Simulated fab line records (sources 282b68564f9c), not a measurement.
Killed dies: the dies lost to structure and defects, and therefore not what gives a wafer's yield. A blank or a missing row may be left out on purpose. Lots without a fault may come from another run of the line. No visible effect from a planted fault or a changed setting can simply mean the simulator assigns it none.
The tool behind it: which one? :: flow rit-cmos :: route of 202 steps, sampled at 1 step: 14 lots, 42 wafers

WHAT EACH GAUGE READ, for each wafer
No reading from a measuring or inspecting step in the record can be judged against a usual standard deviation.

WHICH TOOL RAN EACH LOT (tool, then ch and the chambers of the sampled wafers, then the start)
lot: L163
RIT_PRETRO_PEB_04: litho-track-04 ch 0, day 2 08:27

lot: L164
RIT_PRETRO_PEB_04: litho-track-03 ch 0, day 2 11:24

lot: L165
RIT_PRETRO_PEB_04: litho-track-02 ch 0, day 2 16:31

lot: L166
RIT_PRETRO_PEB_04: litho-track-04 ch 0, day 2 22:08

lot: L168
RIT_PRETRO_PEB_04: litho-track-03 ch 0, day 3 09:34

lot: L169
RIT_PRETRO_PEB_04: litho-track-02 ch 0, day 3 13:22

lot: L178
RIT_PRETRO_PEB_04: litho-track-03, day 5 13:39

lot: L179
RIT_PRETRO_PEB_04: litho-track-03, day 5 16:17

lot: L180
RIT_PRETRO_PEB_04: litho-track-02 ch 0, day 5 20:38

lot: L181
RIT_PRETRO_PEB_04: litho-track-04 ch 0, day 6 05:38

lot: L183
RIT_PRETRO_PEB_04: litho-track-02 ch 0, day 6 11:19

lot: L184
RIT_PRETRO_PEB_04: litho-track-04 ch 0, day 6 16:25

lot: L185
RIT_PRETRO_PEB_04: litho-track-02 ch 0, day 6 21:25

lot: L186
RIT_PRETRO_PEB_04: litho-track-02 ch 0, day 7 01:38
- RIT_PRETRO_PEB_04

AS READ BY THE TOOLS THEMSELVES (means over the sampled wafers that have a number; for cases with no such wafer, the mark the record gives instead)
RIT_PRETRO_PEB_04. Usual: exhaust-pa 45.2 Pa, standard deviation 0.91.
lot: L163
tool: litho-track-04
exhaust-pa (Pa): 45.0
flag: 

lot: L164
tool: litho-track-03
exhaust-pa (Pa): 44.6
flag: 

lot: L165
tool: litho-track-02
exhaust-pa (Pa): 45.9
flag: 

lot: L166
tool: litho-track-04
exhaust-pa (Pa): 45.3
flag: 

lot: L168
tool: litho-track-03
exhaust-pa (Pa): 45.1
flag: 

lot: L169
tool: litho-track-02
exhaust-pa (Pa): 44.4
flag: 

lot: L178
tool: litho-track-03
exhaust-pa (Pa): -
flag: OFF

lot: L179
tool: litho-track-03
exhaust-pa (Pa): -
flag: OFF

lot: L180
tool: litho-track-02
exhaust-pa (Pa): 46.1
flag: 

lot: L181
tool: litho-track-04
exhaust-pa (Pa): 44.4
flag: 

lot: L183
tool: litho-track-02
exhaust-pa (Pa): 44.1
flag: 

lot: L184
tool: litho-track-04
exhaust-pa (Pa): 44.1
flag: 

lot: L185
tool: litho-track-02
exhaust-pa (Pa): 45.0
flag: 

lot: L186
tool: litho-track-02
exhaust-pa (Pa): 45.9
flag: 

THE ANSWER, worked out from the rows above alone
Rule: lot off if the mean of its wafers having a number is beyond 3 standard deviations from the usual mean. A lot without any number at a reading at which 4 lots or more have one is off too. All remaining lots with rows at the step are treated as sound. After the gauges, taken in route order, come the tools' own readings; for these a lot's mean is taken, as printed above. The first step at which some lot is off is used, and at that step the reading that is off furthest; a lot without a number counts as furthest.
Off: L178, L179 (RIT_PRETRO_PEB_04, exhaust-pa). Without a number there: L178, L179.
A tool fits if, at that step or a process step before it, it ran every lot that is off, and no sound lot after the first of them. One candidate fits, namely litho-track-03 at RIT_PRETRO_PEB_04. Its last sound lot is L168 (day 3 09:34), its first lot that is off L178 (day 5 13:39): a fault that began between those two fits.
Blank at RIT_PRETRO_PEB_04 on the lots that are off, where sound lots have numbers: exhaust-pa.

WHAT THE SIMULATOR PUT IN
At RIT_PRETRO_PEB_04, the step was skipped entirely on litho-track-03 from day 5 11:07 on. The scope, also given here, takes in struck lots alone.
Struck lots among those shown: L178, L179. The rule above reached the same finding.
